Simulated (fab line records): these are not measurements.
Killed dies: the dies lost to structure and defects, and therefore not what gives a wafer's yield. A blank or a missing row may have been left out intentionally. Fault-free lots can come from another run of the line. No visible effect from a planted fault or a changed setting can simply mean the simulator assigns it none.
Struck lot and sound lot, side by side    flow rit cmos    34 out of 202 route steps
Sound: the wafers L927.2, L927.3, L927.6. The struck wafers were L935.1, L935.3, L935.6. The cause comes at the end.
Order at every step that has rows: each side's tool, ch and its chambers, its first start. Under that, the readings that differ: sound wafers    struck wafers    difference of the means    sigmas: that difference in standard deviations of wafers without a fault.
alike: words and numbers the same on both sides, and readings whose means are apart by under 2 such deviations; not compared: readings that were withheld, readings missing a value for some wafer, numbers with overlapping values and no deviation given by the record, and bounds like >300 which may hide the same value.
The two part at a step that has a row with sigmas, a row that says differs or no value, or rows on one side only. Numbers that don't overlap but have no deviation are shown without sigmas and don't part them. A reading missing from all wafers of one side parts the sides only when that side holds two or more wafers.

first, 2 steps without rows for these wafers: RIT_SPACER_CLEAN_02 (cleans in SC2, time 600 s); RIT_SPACER_CVD_03 (deposits Si3N4 from SiH2Cl2/NH3, target thk 250 nm, time 3300 s).
RIT_SPACER_THK_MEAS_04:
  sound: film metro-03 at day 3 13:50; struck: film metro-03 at day 5 12:45
  alike: SPACER_NITRIDE_THK
RIT_SPACER_ETCHBACK_05: etches Si3N4 in SF6/CHF3, stops on SiO2, target depth 250 nm, time 240 s.
  sound on rie diel-02 ch 1,2,3, day 3 13:53; struck on rie diel-01 ch 0,1, day 5 12:49
  alike: drypump motor current A, oes product au, throttle valve pct
  not compared: rf hours counter h
then, 6 steps without rows for these wafers: RIT_NSD_HMDS_00 (prime time 60 s); RIT_NSD_COAT_01 (resist thk 1000 nm); RIT_NSD_SOFTBAKE_02 (time 60 s); RIT_NSD_EXPOSE_03 (exposes mask M9, target cd 40700 nm); RIT_NSD_PEB_04; RIT_NSD_DEVELOP_05 (develop time 50 s).
RIT_NSD_OVL_MEAS_06:
  sound: overlay-01 at day 3 14:54; struck: overlay-02 at day 5 13:56
  alike: NSD_OVL
then, 1 step without rows for these wafers: RIT_NSD_HARDBAKE_07 (time 60 s).
RIT_NSD_IMPLANT_08:
  sound on implanter-01 ch 0, day 3 15:06; struck on implanter-01 ch 0, day 5 14:07
reading                    sound                 struck                difference  sigmas
beam energy keV            24.992 25.009 25.007  20.487 20.495 20.500  -4.509      -99 or more
model.implant.rp nm (nm)   32.14 32.14 32.14     28.31 28.31 28.31     -3.83       
model.implant.drp nm (nm)  14.84 14.84 14.84     13.16 13.16 13.16     -1.68       
  alike: beam on s, end station pressure torr
RIT_NSD_STRIP_09: strips in O2, time 180 s.
  sound on plasma asher-02 ch 0,1, day 3 15:14; struck on plasma asher-04 ch 0,1, day 5 14:25
  alike: drypump motor current A
  not compared: rf hours counter h
RIT_NSD_TW_MEAS_10:
  sound: film metro-02 at day 3 15:25; struck: film metro-02 at day 5 14:36
reading  sound           struck          difference  sigmas
NSD_TW   3160 3148 3144  3018 3009 3014  -137        -8
then, 6 steps without rows for these wafers: RIT_PSD_HMDS_00 (prime time 60 s); RIT_PSD_COAT_01 (resist thk 1000 nm); RIT_PSD_SOFTBAKE_02 (time 60 s); RIT_PSD_EXPOSE_03 (exposes mask M10, target cd 40900 nm); RIT_PSD_PEB_04; RIT_PSD_DEVELOP_05 (develop time 50 s).
RIT_PSD_OVL_MEAS_06:
  sound: overlay-01 at day 3 16:35; struck: overlay-01 at day 5 15:31
  alike: PSD_OVL
then, 2 steps without rows for these wafers: RIT_PSD_HARDBAKE_07 (time 60 s); RIT_PSD_IMPLANT_08.
RIT_PSD_STRIP_09: strips in O2, time 180 s.
  sound on plasma asher-01 ch 0, day 3 17:01; struck on plasma asher-01 ch 0,1, day 5 15:54
  alike: drypump motor current A
  not compared: rf hours counter h
RIT_PSD_TW_MEAS_10:
  sound: film metro-04 at day 3 17:12; struck: film metro-02 at day 5 16:05
  alike: PSD_TW
then, 3 steps without rows for these wafers: RIT_SDANNEAL_CLEAN_00 (cleans in SC1, time 600 s); RIT_SDANNEAL_CLEAN_01 (cleans in dHF, time 30 s); RIT_SDANNEAL_CLEAN_02 (cleans in SC2, time 600 s).
RIT_SDANNEAL_RTA_03: time 5 s.
  sound on rtp anneal-01 ch 0, day 3 17:42; struck on rtp anneal-01 ch 0, day 5 16:30
  alike: anneal temp c max, chamber o2 ppm, ramp down c per s, wafer_temp_C_max
RIT_SDANNEAL_RS_MEAS_04: uses a four-point probe to measure.
  sound: film metro-03 at day 3 17:46; struck: film metro-02 at day 5 16:34
  alike: PSD_RS
RIT_SDANNEAL_RS_MEAS_05: uses a four-point probe to measure.
  sound: film metro-03 at day 3 17:53; struck: film metro-02 at day 5 16:41
reading          sound              struck             difference  sigmas
NSD_RS (ohm/sq)  84.42 84.78 84.62  86.54 86.68 86.31  +1.90       +7
RIT_SDANNEAL_RS_MEAS_06: uses a four-point probe to measure.
  sound: film metro-03 at day 3 18:01; struck: film metro-02 at day 5 16:48
  alike: PLDD_RS
RIT_M1_PROBE_99:
  sound: prober-02 at day 4 01:26; struck: prober-02 at day 5 23:51
reading                               sound              struck               difference  sigmas
model.etest.contact nplus.end ohm um  41.83 40.53 42.39  47.62 46.88 48.2     +5.98       
model.etest.nmos_0p3.off log10 a um   -13.06 -13 -12.94  -12.93 -12.9 -12.74  +0.14       
  alike: killed at front end, killed dies, killed open, killed short
  not compared: model.etest.nmos_0p15.junction log10 a um, model.etest.nmos narrow.off log10 a um

== WHERE THEY PART ==
Last at RIT_SDANNEAL_RS_MEAS_05 as far as this record goes, first at RIT_NSD_IMPLANT_08. Later steps at which nothing parts them and some readings are alike: RIT_SDANNEAL_RS_MEAS_06, RIT_M1_PROBE_99.

WHY: whatever the simulator had introduced
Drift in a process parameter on implanter-01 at RIT_NSD_IMPLANT_08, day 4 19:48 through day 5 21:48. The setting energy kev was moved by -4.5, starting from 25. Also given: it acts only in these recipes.
